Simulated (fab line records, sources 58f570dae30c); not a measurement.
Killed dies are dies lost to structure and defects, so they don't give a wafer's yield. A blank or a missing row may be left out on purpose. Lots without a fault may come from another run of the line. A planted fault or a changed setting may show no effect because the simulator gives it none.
A struck lot beside a sound one | flow berkeley_cmos170 | 23 steps out of a route of 331
Sound: wafers L300.2, L300.4, L300.6. Struck: wafers L304.3, L304.5, L304.6. The cause comes at the end.
At each step with rows: each side's tool, then ch and its chambers, then its first start. Under that, the readings that differ: sound wafers | struck wafers | difference of the means | sigmas: that difference in standard deviations of wafers without a fault.
alike: readings whose means differ by less than 2 such deviations, and words and numbers that are the same on both sides. not compared: withheld readings, readings that some wafer has no value for, bounds like >300 that may hide the same value, and numbers for which the record gives no deviation and whose values overlap.
The two part at a step that has a row with sigmas, a row that says differs or no value, or rows on one side only. Numbers that don't overlap but have no deviation are shown without sigmas and don't part them. A reading that every wafer of one side lacks parts them only if that side has two wafers or more.

first, 6 steps without rows for these wafers: UCB170_ZERO_HMDS_00 (prime time 60 s); UCB170_ZERO_COAT_01 (resist thk 900 nm); UCB170_ZERO_SOFTBAKE_02 (time 60 s); UCB170_ZERO_EXPOSE_03 (exposes mask PM MARKS, target cd 4000 nm); UCB170_ZERO_PEB_04; UCB170_ZERO_DEVELOP_05 (develop time 45 s).
UCB170_ZERO_ETCH_06: etches SiO2 in CHF3/CF4/Ar, time 12 s.
  sound on rie_diel-01 ch 1,3, day 2 11:46; struck on rie_diel-02 ch 0,1,2, day 3 09:07
  alike: drypump_motor_current_A, oes_product_au, throttle_valve_pct
  not compared: rf_hours_counter_h
UCB170_ZERO_STRIP_07: strips in O2.
  sound on plasma_asher-04 ch 0,1, day 2 11:48; struck on plasma_asher-03 ch 0,1, day 3 09:10
  reading                      | sound             | struck            | difference | sigmas
  strip_time_to_endpoint_s (s) | 21.44 21.49 21.47 | 21.60 21.67 21.56 | +0.14      | +2
  alike: drypump_motor_current_A, oes_product_au
  not compared: rf_hours_counter_h
then, 2 steps without rows for these wafers: UCB170_NWELL_WET_ETCH_00 (etches SiO2 in dHF, time 200 s); UCB170_NWELL_OXIDATION_01 (target thk 26.4 nm, ox time 1260 s).
UCB170_NWELL_THK_MEAS_02:
  sound on film_metro-04, day 2 16:25; struck on film_metro-01, day 3 16:22
  alike: NWELL_OXIDE_THK
then, 1 step without rows for these wafers: UCB170_NWELL_ANNEAL_03 (time 900 s).
UCB170_NWELL_CVD_04: deposits Si3N4 from SiH2Cl2/NH3, target thk 224 nm, time 3360 s.
  sound on lpcvd-01 ch 0, day 2 21:24; struck on lpcvd-02 ch 1, day 3 22:26
  reading                                 | sound             | struck            | difference | sigmas
  pressure_mtorr (mTorr)                  | 200.0 199.4 199.6 | 159.7 160.2 160.4 | -39.6      | -94
  model.Si3N4_of_NWELL_CVD_04.thk_nm (nm) | 223.5 223.4 222.6 | 209.6 207.2 209.8 | -14.3      |
  alike: nh3_flow_sccm, zone_power_load_pct
UCB170_NWELL_THK_MEAS_05:
  sound on film_metro-03, day 2 23:20; struck on film_metro-03, day 4 00:37
  reading                | sound             | struck            | difference | sigmas
  NWELL_NITRIDE_THK (nm) | 223.3 223.4 222.6 | 209.5 207.3 209.7 | -14.3      | -7
  not compared: hold
then, 5 steps without rows for these wafers: UCB170_NWELL_COAT_07 (resist thk 900 nm); UCB170_NWELL_SOFTBAKE_08 (time 60 s); UCB170_NWELL_EXPOSE_09 (exposes mask NWELL, target cd 3000 nm); UCB170_NWELL_PEB_10; UCB170_NWELL_DEVELOP_11 (develop time 45 s).
UCB170_NWELL_OVL_MEAS_12:
  sound on overlay-02, day 3 00:17; struck on overlay-02, day 4 04:40
  alike: NWELL_OVL
UCB170_NWELL_ETCH_13: etches Si3N4 in CH3F/Ar/O2, stops on SiO2, target depth 246.4 nm, time 154 s.
  sound on rie_diel-03 ch 0,2,3, day 3 00:19; struck on rie_diel-03 ch 2,3, day 4 04:41
  reading                  | sound             | struck            | difference | sigmas
  oes_product_au (a.u.)    | 0.957 0.957 0.944 | 0.929 0.920 0.920 | -0.030     | -2
  model.etch.depth_nm (nm) | 223.5 223.4 222.6 | 209.6 207.2 209.8 | -14.3      |
  alike: drypump_motor_current_A, throttle_valve_pct
  not compared: rf_hours_counter_h
then, 1 step without rows for these wafers: UCB170_NWELL_IMPLANT_14.
UCB170_M3_PROBE_99:
  the record has rows for the sound wafers here (prober-01, day 8 15:23) and none for the struck ones

WHERE THEY PART
First at UCB170_ZERO_STRIP_07; last, within this record, at UCB170_M3_PROBE_99.

WHY: what the simulator had put in
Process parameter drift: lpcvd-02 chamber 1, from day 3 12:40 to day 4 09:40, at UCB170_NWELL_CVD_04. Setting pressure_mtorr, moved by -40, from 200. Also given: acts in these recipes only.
